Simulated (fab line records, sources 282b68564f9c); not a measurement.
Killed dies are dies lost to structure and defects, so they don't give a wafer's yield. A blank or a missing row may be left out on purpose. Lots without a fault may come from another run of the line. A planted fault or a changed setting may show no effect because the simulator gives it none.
Split-lot experiment | flow rit_cmos | 5 lots, 23 wafers read, on a route of 202 steps

THE SPLIT
At RIT_ACTIVE_CVD_03 (deposits Si3N4 from SiH2Cl2/NH3, target thk 150 nm, time 1500 s), the setting temp_c was moved away from the recipe's 810 C on 10 of the 23 wafers read, by -1.3% to +2.2%. The other wafers ran this setting at the recipe's value.

FROM THE SPLIT TO THE READING: what the file shows between them, 3 steps
- RIT_ACTIVE_THK_MEAS_04
- RIT_ACTIVE_COAT_06: resist thk 1000 nm (also split here: resist_thk_nm)
- RIT_ACTIVE_HARDBAKE_12: time 60 s (also split here: temp_c)

THE READING
oes_product_au, in a.u., at RIT_ACTIVE_ETCH_13 (etches Si3N4 in SF6, stops on SiO2, time 210 s, target depth 210 nm). Fault-free wafers of this fab line usually give 0.810 a.u., standard deviation 0.0088 a.u..

wafer  | tool, chamber at the split | temp_c as run, C | against the recipe | oes_product_au, a.u. | against lot-mates on the recipe
L078.1 | -, -                       | 810              | recipe             | 0.825                | -
L078.2 | -, -                       | 810              | recipe             | 0.802                | -
L078.4 | -, -                       | 810              | recipe             | 0.812                | -
L078.5 | -, -                       | 810              | recipe             | 0.803                | -
L078.6 | -, -                       | 810              | recipe             | 0.805                | -
L079.2 | lpcvd-01, 1                | 810              | recipe             | 0.817                | -
L079.4 | lpcvd-01, 1                | 810              | recipe             | 0.784                | -
L079.5 | lpcvd-01, 1                | 810              | recipe             | 0.813                | -
L080.1 | -, -                       | 799.8            | -1.3%              | 0.741                | no lot-mate on the recipe
L080.2 | -, -                       | 799.8            | -1.3%              | 0.739                | no lot-mate on the recipe
L080.3 | -, -                       | 799.8            | -1.3%              | 0.733                | no lot-mate on the recipe
L080.5 | -, -                       | 799.8            | -1.3%              | 0.746                | no lot-mate on the recipe
L080.6 | -, -                       | 799.8            | -1.3%              | 0.736                | no lot-mate on the recipe
L081.1 | -, -                       | 828.1            | +2.2%              | 0.961                | no lot-mate on the recipe
L081.2 | -, -                       | 828.1            | +2.2%              | 0.954                | no lot-mate on the recipe
L081.3 | -, -                       | 828.1            | +2.2%              | 0.959                | no lot-mate on the recipe
L081.4 | -, -                       | 828.1            | +2.2%              | 0.975                | no lot-mate on the recipe
L081.5 | -, -                       | 828.1            | +2.2%              | 0.957                | no lot-mate on the recipe
L083.1 | -, -                       | 810              | recipe             | 0.797                | -
L083.2 | -, -                       | 810              | recipe             | 0.819                | -
L083.3 | -, -                       | 810              | recipe             | 0.803                | -
L083.4 | -, -                       | 810              | recipe             | 0.807                | -
L083.6 | -, -                       | 810              | recipe             | 0.811                | -

THE FIT
A straight line over all 23 wafers: oes_product_au changes by +0.0646 a.u. for each +1% of temp_c; r = +0.99; the points scatter about the line by 0.011 a.u..
Too few moved wafers have a lot-mate on the recipe to fit a line with each lot's own level taken away.

THE WHOLE CHAIN: every reading that the file lists as answering this split, in the file's order
step                   | what it does                                                        | reading                                                                        | change (the file's fit)                  | r (the file's)
RIT_ACTIVE_CVD_03      | deposits Si3N4 from SiH2Cl2/NH3, target thk 150 nm, time 1500 s     | Si3N4_of_ACTIVE_CVD_03.thk_nm (the simulator's own value, which no gauge read) | +24.1 nm for each +1% of the setting     | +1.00
RIT_ACTIVE_THK_MEAS_04 |                                                                     | ACTIVE_NITRIDE_THK                                                             | +24.1 for each +1% of the setting        | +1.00
RIT_ACTIVE_ETCH_13     | etches Si3N4 in SF6, stops on SiO2, time 210 s, target depth 210 nm | oes_product_au                                                                 | +0.0646 a.u. for each +1% of the setting | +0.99
RIT_ACTIVE_ETCH_13     | etches Si3N4 in SF6, stops on SiO2, time 210 s, target depth 210 nm | ACTIVE.feature_depth_nm (the simulator's own value, which no gauge read)       | +22.2 nm for each +1% of the setting     | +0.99
RIT_ACTIVE_ETCH_13     | etches Si3N4 in SF6, stops on SiO2, time 210 s, target depth 210 nm | etch.depth_nm (the simulator's own value, which no gauge read)                 | +22.1 nm for each +1% of the setting     | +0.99

THE FILE'S OWN FIT
oes_product_au changes by +0.0646 a.u. for each +1% of temp_c, r = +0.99.
